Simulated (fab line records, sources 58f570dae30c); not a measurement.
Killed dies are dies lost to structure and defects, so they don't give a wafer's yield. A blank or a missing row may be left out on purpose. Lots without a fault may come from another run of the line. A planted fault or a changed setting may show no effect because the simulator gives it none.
Split-lot experiment | flow berkeley_cmos170 | 5 lots, 23 wafers read, on a route of 331 steps

THE SPLIT
At UCB170_PWELL_IMPLANT_15, the setting energy_kev was moved away from the recipe's 60 on 9 of the 23 wafers read, by -5.1% to -1.8%. The other wafers ran this setting at the recipe's value.

The reading is taken at the split's own step.

THE READING
implant.drp_nm (the simulator's own value, which no gauge read), in nm, at UCB170_PWELL_IMPLANT_15. The file gives no usual value for it.

wafer  | tool, chamber at the split | energy_kev as run | against the recipe | implant.drp_nm, nm | against lot-mates on the recipe
L076.1 | implanter-02, 0            | 60                | recipe             | 64.7               | -
L076.4 | implanter-02, 0            | 60                | recipe             | 64.7               | -
L076.2 | implanter-02, 0            | 56.96             | -5.1%              | 62.93              | -1.77
L076.5 | implanter-02, 0            | 56.96             | -5.1%              | 62.93              | -1.77
L076.6 | implanter-02, 0            | 56.96             | -5.1%              | 62.93              | -1.77
L078.2 | implanter-04, 0            | 60                | recipe             | 64.7               | -
L078.3 | implanter-04, 0            | 60                | recipe             | 64.7               | -
L078.6 | implanter-04, 0            | 60                | recipe             | 64.7               | -
L082.1 | implanter-04, 0            | 60                | recipe             | 64.7               | -
L082.2 | implanter-04, 0            | 60                | recipe             | 64.7               | -
L082.4 | implanter-04, 0            | 60                | recipe             | 64.7               | -
L082.3 | implanter-04, 0            | 58.91             | -1.8%              | 64.07              | -0.63
L082.6 | implanter-04, 0            | 58.91             | -1.8%              | 64.07              | -0.63
L081.1 | implanter-02, 0            | 58.61             | -2.3%              | 63.9               | -0.80
L081.3 | implanter-02, 0            | 58.61             | -2.3%              | 63.9               | -0.80
L081.2 | implanter-02, 0            | 60                | recipe             | 64.7               | -
L081.5 | implanter-02, 0            | 60                | recipe             | 64.7               | -
L081.6 | implanter-02, 0            | 60                | recipe             | 64.7               | -
L084.1 | implanter-02, 0            | 60                | recipe             | 64.7               | -
L084.3 | implanter-02, 0            | 60                | recipe             | 64.7               | -
L084.4 | implanter-02, 0            | 60                | recipe             | 64.7               | -
L084.2 | implanter-02, 0            | 57.42             | -4.3%              | 63.2               | -1.50
L084.5 | implanter-02, 0            | 57.42             | -4.3%              | 63.2               | -1.50

THE FIT
A straight line over all 23 wafers: implant.drp_nm changes by +0.349 nm for each +1% of energy_kev; r = +1.00; the points scatter about the line by 0.0028 nm.
The same after taking each lot's own level away (the mean of its wafers on the recipe; 23 wafers): +0.349 nm for each +1%; r = +1.00; scatter 0.0028 nm.
On that fit, the largest move of energy_kev shifts the reading by 1.8 nm.
The lots' own levels span 64.700 to 64.700 nm.
So the lot-to-lot level changes the slope little: the two slopes agree.
Check: with one of the wafers moved furthest among these (-5.1%) left out of the fit, the line predicts -1.77 nm for it against its lot-mates. It came out at -1.77 nm against them.

OTHER SPLITS ON THESE WAFERS
These wafers also went through other splits before the reading. Each is held against what the fit with the lots' levels taken away leaves over:
other split on the same wafers      | wafers away from the commonest value | r with implant.drp_nm (lot level and that fit taken away)
UCB170_NWELL_ETCH_13 rf_w           | 9                                    | +0.38
UCB170_PWELL_OXIDATION_02 ox_time_s | 15                                   | -0.01

THE WHOLE CHAIN: every reading that the file lists as answering this split, in the file's order
step                    | what it does | reading                                                         | change (the file's fit)               | r (the file's)
UCB170_PWELL_IMPLANT_15 |              | implant.rp_nm (the simulator's own value, which no gauge read)  | +1.75 nm for each +1% of the setting  | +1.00
UCB170_PWELL_IMPLANT_15 |              | implant.drp_nm (the simulator's own value, which no gauge read) | +0.349 nm for each +1% of the setting | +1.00

THE FILE'S OWN FIT
implant.drp_nm changes by +0.349 nm for each +1% of energy_kev, r = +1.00.
